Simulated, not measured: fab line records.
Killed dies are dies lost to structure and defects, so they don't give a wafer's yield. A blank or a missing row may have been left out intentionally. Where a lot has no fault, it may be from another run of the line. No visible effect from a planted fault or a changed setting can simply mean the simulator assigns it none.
fab line records ; flow berkeleyCmos170 ; part 2 of 2: steps 29 to 38 of 38
record lots=5; wafers=15; lastDay=12
route steps=331 shown SCREENOX@103 NVT@104 PVT@115 GATE@125 FIELD@126
lots that met no fault: from a run of the same line without faults
startH: the number of hours between the record's first day and the start of the first shown wafer of the lot ; waitH: time in hours since the lot's previous step ; " repeats the value in the row above ; L1.1+2: a row that stands for several wafers ; - either no value or no given start ; * or withheld: withheld ; < > ~ a bound
route shown NAME@n: names a module that has steps shown in the file, with the first one's number in the route ; usual: mean and standard deviation over wafers with no fault ; same: alike in all rows ; chamber/n: place in a boat ; sites: readings site by site ; _std_site: standard deviation of those values ; _edge_site: outer sites' mean less inner sites' ; radiusMm: for every site, how far away it sits from the centre of the wafer ; mask NAME#n: copy n ; behind: the last tool/chamber to shape the wafer ; hold: the reason the lot was held/the length of the hold in hours/how it ended ; device: names the non-switching transistor (n, p or np) ; end of line: the same wafers' tests at the end of the route ; a step given without rows: its recipe and nothing more ; killed: the dies lost at the first sort to structure and to defects; this is not the yield of the wafer ; map: a wafer's dies, x killed, . not, _ none there
set.NAME: the run value of the setting; set.NAME@STEP: its run value at that earlier step ; model.NAME: the simulator's own value behind a step, which no gauge read
lots at some steps of the route; a table a step, a row a wafer
services: the hour from which a tool's chamber was out of use, counted from the record's first day as startH (under 0 if before that day), plus the number of hours and why
## steps
# step UCB170_GATE_THK_MEAS_05
# recipe reads=poly-Si_of_GATE_CVD_04
# usual GATE_POLY_THK=215.7/2.2
lot.wafer;tool;chamber;startH;waitH;GATE_POLY_THK[nm]
L079.1;filmMetro-03;-;131.05;0.0;218.3
L079.2;filmMetro-03;-;131.05;0.0;217.4
L079.4;filmMetro-03;-;131.05;0.0;217.1
L085.3;filmMetro-03;-;166.66;0.1;216.9
L085.4;filmMetro-03;-;166.66;0.1;219.3
L085.5;filmMetro-03;-;166.66;0.1;219.1
L090.1;filmMetro-02;-;201.07;0.0;216.9
L090.2;filmMetro-02;-;201.07;0.0;219.2
L090.5;filmMetro-02;-;201.07;0.0;217.6
L095.1;filmMetro-04;-;238.41;0.0;214.7
L095.5;filmMetro-04;-;238.41;0.0;216.1
L095.6;filmMetro-04;-;238.41;0.0;214.7
L097.1;filmMetro-02;-;244.38;0.0;219.7
L097.2;filmMetro-02;-;244.38;0.0;217.8
L097.5;filmMetro-02;-;244.38;0.0;218.9
# step UCB170_GATE_COAT_06
# recipe resist=BARC; tempC=withheld; timeS=withheld; spinRpm=3000; resistThkNm=withheld
# usual dispensePressureKPa=52/3.8; spinSpeedRpm=3000.1/1.9
lot.wafer;tool;chamber;startH;waitH;dispensePressureKPa;spinSpeedRpm
L079.1;lithoTrack-04;0;131.44;0.4;49;3002.3
L079.2;lithoTrack-04;0;131.44;0.4;49;3002.4
L079.4;lithoTrack-04;0;131.44;0.4;49;2998.8
L085.3;lithoTrack-02;0;166.75;0.1;49;3003.7
L085.4;lithoTrack-02;0;166.75;0.1;49;2999.6
L085.5;lithoTrack-02;0;166.75;0.1;49;3002.1
L090.1;lithoTrack-02;0;201.13;0.1;49;2998.3
L090.2;lithoTrack-02;0;201.13;0.1;49;3000.2
L090.5;lithoTrack-02;0;201.13;0.1;49;3000.6
L095.1;lithoTrack-04;0;238.47;0.1;49;3002.0
L095.5;lithoTrack-04;0;238.47;0.1;49;2997.8
L095.6;lithoTrack-04;0;238.47;0.1;49;3001.2
L097.1;lithoTrack-01;0;244.44;0.1;57;3000.5
L097.2;lithoTrack-01;0;244.44;0.1;57;2997.9
L097.5;lithoTrack-01;0;244.44;0.1;57;3000.4
# step UCB170_GATE_COAT_07
# recipe resist=KrF; spinRpm=1500; resistThkNm=900
# usual dispensePressureKPa=52/3.8; spinSpeedRpm=1500.0/0.98
lot.wafer;tool;chamber;startH;waitH;dispensePressureKPa;spinSpeedRpm
L079.1;lithoTrack-04;0;-;-;49;1499.6
L079.2;lithoTrack-04;0;-;-;49;1500.1
L079.4;lithoTrack-04;0;-;-;49;1500.3
L085.3;lithoTrack-02;0;-;-;49;1501.2
L085.4;lithoTrack-02;0;-;-;49;1499.8
L085.5;lithoTrack-02;0;-;-;49;1498.9
L090.1;lithoTrack-02;0;-;-;49;1498.8
L090.2;lithoTrack-02;0;-;-;49;1499.7
L090.5;lithoTrack-02;0;-;-;49;1501.1
L095.1;lithoTrack-04;0;-;-;49;1501.9
L095.5;lithoTrack-04;0;-;-;49;1498.9
L095.6;lithoTrack-04;0;-;-;49;1502.5
L097.1;lithoTrack-01;0;-;-;57;1499.4
L097.2;lithoTrack-01;0;-;-;57;1500.1
L097.5;lithoTrack-01;0;-;-;57;1499.9
# step UCB170_GATE_SOFTBAKE_08
# recipe resist=KrF; tempC=130; timeS=60
# usual heaterPowerTotalW=56.80/0.05
lot.wafer;tool;chamber;startH;waitH;heaterPowerTotalW
L079.1;lithoTrack-04;0;-;-;56.71
L079.2;lithoTrack-04;0;-;-;56.80
L079.4;lithoTrack-04;0;-;-;56.84
L085.3;lithoTrack-02;0;-;-;56.67
L085.4;lithoTrack-02;0;-;-;56.71
L085.5;lithoTrack-02;0;-;-;56.82
L090.1;lithoTrack-02;0;-;-;56.78
L090.2;lithoTrack-02;0;-;-;56.74
L090.5;lithoTrack-02;0;-;-;56.81
L095.1;lithoTrack-04;0;-;-;56.72
L095.5;lithoTrack-04;0;-;-;56.83
L095.6;lithoTrack-04;0;-;-;56.75
L097.1;lithoTrack-01;0;-;-;56.86
L097.2;lithoTrack-01;0;-;-;56.73
L097.5;lithoTrack-01;0;-;-;56.88
# step UCB170_GATE_EXPOSE_09
# recipe maskId=POLY; targetCdNm=350; na=0.5; sigmaOuter=0.6; sourceShape=conventional; doseMj=21
# usual focusOffsetNm=0.0/0.44
# same na=0.5; sigmaOuter=0.6
lot.wafer;tool;chamber;startH;waitH;mask;focusOffsetNm
L079.1;krfScanner-02;0;132.29;-;POLY#0;-0.5
L079.2;krfScanner-02;0;132.29;-;POLY#0;0.4
L079.4;krfScanner-02;0;132.29;-;POLY#0;-0.8
L085.3;krfScanner-01;0;167.51;-;POLY#0;0.5
L085.4;krfScanner-01;0;167.51;-;POLY#0;-0.7
L085.5;krfScanner-01;0;167.51;-;POLY#0;-0.2
L090.1;krfScanner-01;0;201.71;-;POLY#0;0.0
L090.2;krfScanner-01;0;201.71;-;POLY#0;0.4
L090.5;krfScanner-01;0;201.71;-;POLY#0;0.8
L095.1;krfScanner-01;0;239.04;-;POLY#0;-0.4
L095.5;krfScanner-01;0;239.04;-;POLY#0;-0.5
L095.6;krfScanner-01;0;239.04;-;POLY#0;0.1
L097.1;krfScanner-02;0;245.14;-;POLY#0;0.7
L097.2;krfScanner-02;0;245.14;-;POLY#0;0.4
L097.5;krfScanner-02;0;245.14;-;POLY#0;0.3
# step UCB170_GATE_PEB_10
# recipe pebTempC=130; pebTimeS=withheld; resist=KrF
# usual heaterPowerTotalW=56.80/0.043
lot.wafer;tool;chamber;startH;waitH;heaterPowerTotalW
L079.1;lithoTrack-01;0;132.56;0.3;56.82
L079.2;lithoTrack-01;0;132.56;0.3;56.75
L079.4;lithoTrack-01;0;132.56;0.3;56.77
L085.3;lithoTrack-02;0;167.65;0.1;56.85
L085.4;lithoTrack-02;0;167.65;0.1;56.76
L085.5;lithoTrack-02;0;167.65;0.1;56.86
L090.1;lithoTrack-04;0;201.82;0.1;56.79
L090.2;lithoTrack-04;0;201.82;0.1;56.78
L090.5;lithoTrack-04;0;201.82;0.1;56.82
L095.1;lithoTrack-04;0;239.16;0.1;56.77
L095.5;lithoTrack-04;0;239.16;0.1;56.81
L095.6;lithoTrack-04;0;239.16;0.1;56.81
L097.1;lithoTrack-02;0;245.25;0.1;56.78
L097.2;lithoTrack-02;0;245.25;0.1;56.81
L097.5;lithoTrack-02;0;245.25;0.1;56.80
# step UCB170_GATE_DEVELOP_11
# recipe developer=TMAH; developTimeS=45; resist=KrF; devTempC=21
# same developTimeS=45
lot.wafer;tool;chamber;startH;waitH
L079.1+2+4;lithoTrack-01;0;-;-
L085.3+4+5;lithoTrack-02;0;-;-
L090.1+2+5;lithoTrack-04;0;-;-
L095.1+5+6;lithoTrack-04;0;-;-
L097.1+2+5;lithoTrack-02;0;-;-
# step UCB170_GATE_CD_MEAS_12
# recipe targetCdNm=350
# usual cdNm=349.9/1.4
lot.wafer;tool;chamber;startH;waitH;cdNm
L079.1;cdSem-02;-;132.84;-;349.4
L079.2;cdSem-02;-;132.84;-;349.3
L079.4;cdSem-02;-;132.84;-;349.0
L085.3;cdSem-01;-;167.91;-;351.4
L085.4;cdSem-01;-;167.91;-;347.5
L085.5;cdSem-01;-;167.91;-;348.0
L090.1;cdSem-02;-;202.10;-;351.2
L090.2;cdSem-02;-;202.10;-;350.7
L090.5;cdSem-02;-;202.10;-;348.6
L095.1;cdSem-02;-;239.43;-;352.7
L095.5;cdSem-02;-;239.43;-;351.6
L095.6;cdSem-02;-;239.43;-;351.6
L097.1;cdSem-02;-;245.53;-;352.0
L097.2;cdSem-02;-;245.53;-;350.8
L097.5;cdSem-02;-;245.53;-;351.3
# step UCB170_GATE_OVL_MEAS_13
# usual GATE_OVL=-1/5.1
lot.wafer;tool;chamber;startH;waitH;GATE_OVL[nm]
L079.1;overlay-01;-;132.96;0.1;2
L079.2;overlay-01;-;132.96;0.1;1
L079.4;overlay-01;-;132.96;0.1;-3
L085.3;overlay-01;-;168.00;0.1;6
L085.4;overlay-01;-;168.00;0.1;3
L085.5;overlay-01;-;168.00;0.1;1
L090.1;overlay-02;-;202.22;0.1;0
L090.2;overlay-02;-;202.22;0.1;-5
L090.5;overlay-02;-;202.22;0.1;3
L095.1;overlay-02;-;239.55;0.1;-1
L095.5;overlay-02;-;239.55;0.1;-3
L095.6;overlay-02;-;239.55;0.1;-1
L097.1;overlay-01;-;245.65;0.1;-1
L097.2;overlay-01;-;245.65;0.1;-4
L097.5;overlay-01;-;245.65;0.1;3
# step UCB170_GATE_ETCH_14
# recipe chemistry=N2/H2; targetDepthA=withheld; overetchA=withheld; target=BARC; timeS=withheld; sourceW=500; biasW=100; pressureMtorr=30; n2FlowSccm=100; h2FlowSccm=200
# usual drypumpMotorCurrentA=5.7/0.5; oesProductAu=1.006/0.022; throttleValvePct=13.27/0.13
lot.wafer;tool;chamber;startH;waitH;drypumpMotorCurrentA;oesProductAu;throttleValvePct
L079.1;rieDiel-02;1;132.99;0.0;5.6;0.968;13.29
L079.2;rieDiel-02;0;132.99;0.0;5.9;1.024;13.21
L079.4;rieDiel-02;2;132.99;0.0;5.0;0.994;13.45
L085.3;rieDiel-04;1;168.03;0.0;5.8;1.004;13.23
L085.4;rieDiel-04;2;168.03;0.0;5.2;1.019;13.22
L085.5;rieDiel-04;3;168.03;0.0;5.3;1.044;13.34
L090.1;rieDiel-03;1;202.26;0.0;4.9;0.995;13.32
L090.2;rieDiel-03;0;202.26;0.0;5.5;1.013;12.96
L090.5;rieDiel-03;3;202.26;0.0;6.3;1.027;13.26
L095.1;rieDiel-03;0;239.59;0.0;5.5;1.014;12.97
L095.5;rieDiel-03;2;239.59;0.0;6.0;0.992;13.28
L095.6;rieDiel-03;1;239.59;0.0;4.9;0.985;13.31
L097.1;rieDiel-03;2;245.68;0.0;6.0;0.978;13.26
L097.2;rieDiel-03;0;245.68;0.0;5.5;1.009;12.98
L097.5;rieDiel-03;3;245.68;0.0;6.3;1.016;13.27
## services
tool;chamber;startH;hours;kind
krfScanner-01;-;92.07;1.3;pm
implanter-02;-;96.70;2.7;repair
plasmaAsher-02;-;108.75;9.0;pm
implanter-01;-;119.29;1.3;repair
furnace-04;-;119.36;12.3;pm
implanter-02;-;131.06;6.6;pm
rieDiel-03;-;133.05;2.8;pm
implanter-03;-;134.29;5.5;pm
lpcvd-01;-;143.38;6.0;pm
krfScanner-01;-;148.36;3.9;repair
wetBench-03;-;157.19;4.8;repair
krfScanner-01;-;172.44;1.0;pm
implanter-02;-;192.95;11.8;repair
implanter-02;-;193.73;1.2;repair
implanter-01;-;198.20;5.0;repair
implanter-04;-;203.16;4.5;pm
furnace-03;-;204.57;4.0;pm
krfScanner-02;-;205.97;1.0;pm
lpcvd-02;-;206.88;1.1;repair
krfScanner-01;-;210.14;0.8;pm
krfScanner-02;-;213.16;0.6;repair
furnace-01;-;213.31;3.4;pm
krfScanner-02;-;219.31;1.3;pm
krfScanner-01;-;244.63;3.6;pm
